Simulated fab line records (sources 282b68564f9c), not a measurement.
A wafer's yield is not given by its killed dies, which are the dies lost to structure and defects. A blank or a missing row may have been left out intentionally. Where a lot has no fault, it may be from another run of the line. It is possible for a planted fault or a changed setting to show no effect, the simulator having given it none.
fab line records + flow rit-cmos
[record]
- lots = 14
- wafers = 42
- last-day = 7
route steps=202 shown NWELL@36 M1@202
lots with no fault: from the same line, run without faults
start-h: start of the lot's first displayed wafer, in hours after the record's first day + wait-h: hours elapsed since this lot's preceding step + " same as the row above + L1.1+2: a single row standing in for several wafers + - either no value or no given start + * or withheld: withheld + < > ~ a bound
route shown NAME@n: NAME is a module with steps in the file, n the number in the route of the first one + usual: mean/standard deviation taken from wafers without a fault + same: alike in all rows + chamber/n: place in a boat + sites: the reading at each site + _std_site: how widely they spread, as a standard deviation + _edge_site: the outer-site mean with the inner-site mean subtracted + radius-mm: how far each site lies from the wafer's centre + mask NAME#n: copy n + behind: the most recent tool/chamber to have shaped the wafer + hold: what put the lot on hold/how long, in hours/how the hold closed + device: the n, p or np transistor that did not switch + end of line: the route-end tests of the same wafers + a step given without rows: its recipe and nothing more + killed: dies that structure and defects cost at the first sort, which is not the same as the wafer's yield + map: a wafer's dies, marking killed ones x, the rest . and places with no die _
set.NAME: setting as actually run; set.NAME@STEP: the setting as run at that earlier step + model.NAME: the simulator's own value behind a step, which no gauge read
steps of the route over a sample of lots; a table a step, a row a wafer
services: the hour from which a tool's chamber was out of use, counted from the record's first day as start-h (under 0 if before that day), plus the number of hours and why
[[steps]]
[step RIT_NWELL_IMPLANT_08]
[recipe]
- species = P
- energy-kev = 170
- dose-cm2 = 5e+13
- tilt-deg = 7
[usual]
- beam-on-s = 9.99/0.2
- end-station-pressure-torr = 5.11e-06/2.7e-07
- faraday-current-uA = 159/3.2
| lot.wafer | tool         | chamber | start-h | wait-h | beam-on-s | end-station-pressure-torr | faraday-current-uA |
|-----------|--------------|---------|---------|--------|-----------|---------------------------|--------------------|
| L421.1    | implanter-01 | 0       | 27.40   | 0.2    | 10.15     | 5.47e-06                  | 157                |
| L421.3    | "            | 0       | "       | "      | 9.90      | 5.06e-06                  | 161                |
| L421.6    | "            | 0       | "       | "      | 10.12     | 5.15e-06                  | 156                |
| L422.1    | implanter-02 | 0       | 33.75   | 0.2    | 9.83      | 5e-06                     | 161                |
| L422.3    | "            | 0       | "       | "      | 10.08     | 5.35e-06                  | 157                |
| L422.6    | "            | 0       | "       | "      | 9.58      | 4.98e-06                  | 165                |
| L423.2    | implanter-01 | 0       | 34.01   | 0.2    | 9.77      | 5.39e-06                  | 162                |
| L423.5    | "            | 0       | "       | "      | 9.99      | 5.14e-06                  | 159                |
| L423.6    | "            | 0       | "       | "      | 10.04     | 5.45e-06                  | 157                |
| L424.4    | implanter-03 | 0       | 38.68   | 0.2    | 9.81      | 5.84e-06                  | 162                |
| L424.5    | "            | 0       | "       | "      | 10.43     | 5.3e-06                   | 151                |
| L424.6    | "            | 0       | "       | "      | 9.72      | 5.28e-06                  | 163                |
| L425.1    | implanter-02 | 0       | 42.22   | 0.2    | 10.42     | 5.1e-06                   | 151                |
| L425.5    | "            | 0       | "       | "      | 10.64     | 4.73e-06                  | 149                |
| L425.6    | "            | 0       | "       | "      | 9.97      | 5.05e-06                  | 159                |
| L426.1    | implanter-03 | 0       | 47.44   | 0.2    | 10.15     | 4.78e-06                  | 156                |
| L426.3    | "            | 0       | "       | "      | 9.74      | 5.22e-06                  | 163                |
| L426.6    | "            | 0       | "       | "      | 10.11     | 4.87e-06                  | 157                |
| L427.1    | implanter-02 | 0       | 52.20   | 0.2    | 9.92      | 4.7e-06                   | 160                |
| L427.3    | "            | 0       | "       | "      | 9.90      | 5.54e-06                  | 160                |
| L427.5    | "            | 0       | "       | "      | 10.36     | 5.09e-06                  | 152                |
| L429.1    | implanter-01 | 0       | 61.46   | 0.2    | 9.98      | 4.65e-06                  | 159                |
| L429.4    | "            | 0       | "       | "      | 9.67      | 5.14e-06                  | 163                |
| L429.6    | "            | 0       | "       | "      | 9.75      | 4.85e-06                  | 162                |
| L430.1    | implanter-03 | 0       | 70.12   | 0.2    | 9.88      | 4.9e-06                   | 160                |
| L430.4    | "            | 0       | "       | "      | 9.75      | 4.84e-06                  | 162                |
| L430.6    | "            | 0       | "       | "      | 10.02     | 5.23e-06                  | 158                |
| L431.2    | implanter-02 | 0       | 73.28   | 0.2    | 9.86      | 5.27e-06                  | 162                |
| L431.4    | "            | 0       | "       | "      | 9.80      | 4.83e-06                  | 162                |
| L431.6    | "            | 0       | "       | "      | 10.22     | 5.47e-06                  | 156                |
| L432.3    | implanter-02 | 0       | 81.50   | 0.2    | 10.03     | 5.53e-06                  | 158                |
| L432.4    | "            | 0       | "       | "      | 10.03     | 5.11e-06                  | 159                |
| L432.5    | "            | 0       | "       | "      | 10.03     | 5.1e-06                   | 158                |
| L433.1    | implanter-03 | 0       | 86.16   | 0.2    | 10.03     | 5.01e-06                  | 159                |
| L433.2    | "            | 0       | "       | "      | 9.92      | 4.83e-06                  | 159                |
| L433.5    | "            | 0       | "       | "      | 9.86      | 4.81e-06                  | 161                |
| L440.1    | implanter-02 | 0       | 118.50  | 0.2    | 10.97     | 4.93e-05                  | 146                |
| L440.2    | "            | 0       | "       | "      | 10.97     | 5.361e-05                 | 146                |
| L440.4    | "            | 0       | "       | "      | 11.30     | 5.296e-05                 | 142                |
| L441.3    | implanter-02 | 0       | 121.41  | 0.2    | 11.21     | 5.126e-05                 | 143                |
| L441.4    | "            | 0       | "       | "      | 10.48     | 5.419e-05                 | 153                |
| L441.6    | "            | 0       | "       | "      | 11.22     | 4.808e-05                 | 143                |
[step RIT_NWELL_TW_MEAS_10]
[usual]
- NWELL_TW = 2150/25
| lot.wafer | tool          | chamber | start-h | wait-h | NWELL_TW |
|-----------|---------------|---------|---------|--------|----------|
| L421.1    | film-metro-02 | -       | 27.72   | 0.1    | 2127     |
| L421.3    | "             | -       | "       | "      | 2120     |
| L421.6    | "             | -       | "       | "      | 2125     |
| L422.1    | film-metro-03 | -       | 34.07   | 0.1    | 2161     |
| L422.3    | "             | -       | "       | "      | 2168     |
| L422.6    | "             | -       | "       | "      | 2170     |
| L423.2    | film-metro-03 | -       | 34.32   | 0.1    | 2187     |
| L423.5    | "             | -       | "       | "      | 2167     |
| L423.6    | "             | -       | "       | "      | 2159     |
| L424.4    | film-metro-02 | -       | 38.96   | 0.1    | 2122     |
| L424.5    | "             | -       | "       | "      | 2136     |
| L424.6    | "             | -       | "       | "      | 2110     |
| L425.1    | film-metro-03 | -       | 42.55   | 0.1    | 2162     |
| L425.5    | "             | -       | "       | "      | 2166     |
| L425.6    | "             | -       | "       | "      | 2173     |
| L426.1    | film-metro-01 | -       | 47.77   | 0.1    | 2159     |
| L426.3    | "             | -       | "       | "      | 2170     |
| L426.6    | "             | -       | "       | "      | 2162     |
| L427.1    | film-metro-03 | -       | 52.53   | 0.1    | 2164     |
| L427.3    | "             | -       | "       | "      | 2161     |
| L427.5    | "             | -       | "       | "      | 2178     |
| L429.1    | film-metro-03 | -       | 61.79   | 0.1    | 2167     |
| L429.4    | "             | -       | "       | "      | 2175     |
| L429.6    | "             | -       | "       | "      | 2174     |
| L430.1    | film-metro-03 | -       | 70.60   | 0.1    | 2162     |
| L430.4    | "             | -       | "       | "      | 2157     |
| L430.6    | "             | -       | "       | "      | 2165     |
| L431.2    | film-metro-02 | -       | 73.59   | 0.1    | 2123     |
| L431.4    | "             | -       | "       | "      | 2126     |
| L431.6    | "             | -       | "       | "      | 2124     |
| L432.3    | film-metro-03 | -       | 81.79   | 0.1    | 2164     |
| L432.4    | "             | -       | "       | "      | 2155     |
| L432.5    | "             | -       | "       | "      | 2160     |
| L433.1    | film-metro-02 | -       | 86.48   | 0.1    | 2114     |
| L433.2    | "             | -       | "       | "      | 2113     |
| L433.5    | "             | -       | "       | "      | 2121     |
| L440.1    | film-metro-01 | -       | 118.82  | 0.1    | 2242     |
| L440.2    | "             | -       | "       | "      | 2242     |
| L440.4    | "             | -       | "       | "      | 2238     |
| L441.3    | film-metro-03 | -       | 121.70  | 0.1    | 2221     |
| L441.4    | "             | -       | "       | "      | 2231     |
| L441.6    | "             | -       | "       | "      | 2216     |
[step RIT_WELLDRIVE_RS_MEAS_01]
[recipe]
- thk-meas-gauge = four-point-probe
[usual]
- NWELL_RS = 275.4/0.97
| lot.wafer | tool          | chamber | start-h | wait-h | NWELL_RS[ohm/sq] |
|-----------|---------------|---------|---------|--------|------------------|
| L421.1    | film-metro-01 | -       | 35.92   | 0.0    | 275.3            |
| L421.3    | "             | -       | "       | "      | 275.8            |
| L421.6    | "             | -       | "       | "      | 276.1            |
| L422.1    | film-metro-03 | -       | 41.25   | 0.0    | 274.6            |
| L422.3    | "             | -       | "       | "      | 275.0            |
| L422.6    | "             | -       | "       | "      | 275.1            |
| L423.2    | film-metro-01 | -       | 41.40   | 0.1    | 274.8            |
| L423.5    | "             | -       | "       | "      | 274.7            |
| L423.6    | "             | -       | "       | "      | 274.9            |
| L424.4    | film-metro-02 | -       | 47.20   | 0.1    | 276.6            |
| L424.5    | "             | -       | "       | "      | 276.3            |
| L424.6    | "             | -       | "       | "      | 276.6            |
| L425.1    | film-metro-01 | -       | 49.44   | 0.0    | 273.9            |
| L425.5    | "             | -       | "       | "      | 274.3            |
| L425.6    | "             | -       | "       | "      | 274.6            |
| L426.1    | film-metro-03 | -       | 54.59   | 0.0    | 275.1            |
| L426.3    | "             | -       | "       | "      | 276.6            |
| L426.6    | "             | -       | "       | "      | 276.2            |
| L427.1    | film-metro-02 | -       | 60.74   | 0.0    | 275.8            |
| L427.3    | "             | -       | "       | "      | 275.2            |
| L427.5    | "             | -       | "       | "      | 276.2            |
| L429.1    | film-metro-03 | -       | 68.80   | 0.0    | 275.6            |
| L429.4    | "             | -       | "       | "      | 275.0            |
| L429.6    | "             | -       | "       | "      | 275.5            |
| L430.1    | film-metro-01 | -       | 77.48   | 0.0    | 277.2            |
| L430.4    | "             | -       | "       | "      | 277.8            |
| L430.6    | "             | -       | "       | "      | 276.8            |
| L431.2    | film-metro-01 | -       | 82.58   | 0.0    | 273.1            |
| L431.4    | "             | -       | "       | "      | 273.6            |
| L431.6    | "             | -       | "       | "      | 273.4            |
| L432.3    | film-metro-01 | -       | 89.00   | 0.0    | 276.5            |
| L432.4    | "             | -       | "       | "      | 275.6            |
| L432.5    | "             | -       | "       | "      | 275.3            |
| L433.1    | film-metro-03 | -       | 93.30   | 0.0    | 275.4            |
| L433.2    | "             | -       | "       | "      | 275.0            |
| L433.5    | "             | -       | "       | "      | 274.7            |
| L440.1    | film-metro-03 | -       | 125.73  | 0.0    | 258.6            |
| L440.2    | "             | -       | "       | "      | 259.1            |
| L440.4    | "             | -       | "       | "      | 259.2            |
| L441.3    | film-metro-03 | -       | 129.17  | 0.0    | 259.2            |
| L441.4    | "             | -       | "       | "      | 258.6            |
| L441.6    | "             | -       | "       | "      | 258.8            |
[step RIT_M1_PROBE_99]
[usual]
- killed_at_M0_to_M3 = 0.0/0.083
- killed-at-contacts = 0.1/0.27
- killed-at-front-end = 7/3.3
- killed-dies = 7/3.3
- killed-open = 3.5/2
- killed-short = 3.8/2.2
[same]
- gross-dies = 264
- killed_at_M4_up = 0
- killed-at-back-side = 0
- killed-at-other = 0
| lot.wafer | tool      | chamber | start-h | wait-h | killed_at_M0_to_M3 | killed-at-contacts | killed-at-front-end | killed-dies | killed-open | killed-short |
|-----------|-----------|---------|---------|--------|--------------------|--------------------|---------------------|-------------|-------------|--------------|
| L441.3    | prober-02 | -       | 158.68  | 0.2    | 0                  | 0                  | 8                   | 8           | 3           | 5            |
| L441.4    | prober-02 | -       | 158.73  | 0.2    | 0                  | 0                  | 9                   | 9           | 3           | 6            |
| L441.6    | prober-02 | -       | 158.83  | 0.2    | 0                  | 0                  | 3                   | 3           | 2           | 1            |
// killed by level:class
L441.3 REOX:geometric-particle:short=2 FOX2:geometric-particle:open=1 GATE:geometric-particle:open=1 GATE:geometric-particle:short=1 SPACER:geometric-particle:open=1 SPACER:geometric-particle:short=1 SILICIDE:geometric-particle:short=1
L441.4 FOX2:geometric-particle:short=2 GATE:geometric-particle:short=2 FOX2:geometric-particle:open=1 GATE:geometric-particle:open=1 REOX:geometric-particle:open=1 REOX:geometric-particle:short=1 SPACER:geometric-particle:short=1
L441.6 FOX2:geometric-particle:open=2 REOX:geometric-particle:short=1
[[services]]
| tool         | chamber | start-h | hours | kind   |
|--------------|---------|---------|-------|--------|
| implanter-01 | -       | 4.27    | 2.6   | pm     |
| implanter-02 | -       | 28.50   | 4.6   | pm     |
| implanter-02 | -       | 55.32   | 15.0  | repair |
| implanter-02 | -       | 61.41   | 2.1   | repair |
| implanter-01 | -       | 86.10   | 4.9   | pm     |
[[key]]
[first-sign]
- step = RIT_NWELL_IMPLANT_08
- reading = end-station-pressure-torr
- direction = up
- sigmas = 99+
- usual = 5.11e-06
- struck = 5.157e-05
[effect]
- step = RIT_NWELL_IMPLANT_08
- reading = beam-on-s
- direction = up
- sigmas = 5.1
- usual = 9.99
- struck = 11.02
[effect]
- step = RIT_NWELL_TW_MEAS_10
- reading = NWELL_TW
- direction = up
- sigmas = 3.2
- usual = 2150
- struck = 2232
[effect]
- step = RIT_WELLDRIVE_RS_MEAS_01
- reading = NWELL_RS
- direction = down
- sigmas = 17
- usual = 275.4
- struck = 258.9
met-at RIT_NWELL_IMPLANT_08
struck-lots L440,L441
tester-left-out L440,L441
onset-between 81.50 118.50
[fault]
- kind = process-parameter-drift
- tool = implanter-02
- chamber = -
- onset-h = 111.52
- steps = RIT_NWELL_IMPLANT_08
- channel = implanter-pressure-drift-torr
- offset = 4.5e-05
- shape = step
- end-h = 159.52
[fault]
- kind = process-parameter-drift
- tool = implanter-02
- chamber = -
- onset-h = 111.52
- steps = RIT_NWELL_IMPLANT_08
- channel = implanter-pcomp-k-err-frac
- offset = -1
- shape = step
- end-h = 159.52
// tester-left-out: of these lots the tester's yield and bins aren't shown, on N5 and GAA mostly nor the transistor test; their killed dies are dies lost to structure and defects alone, not to doping, threshold or leakage, so they don't give the yield
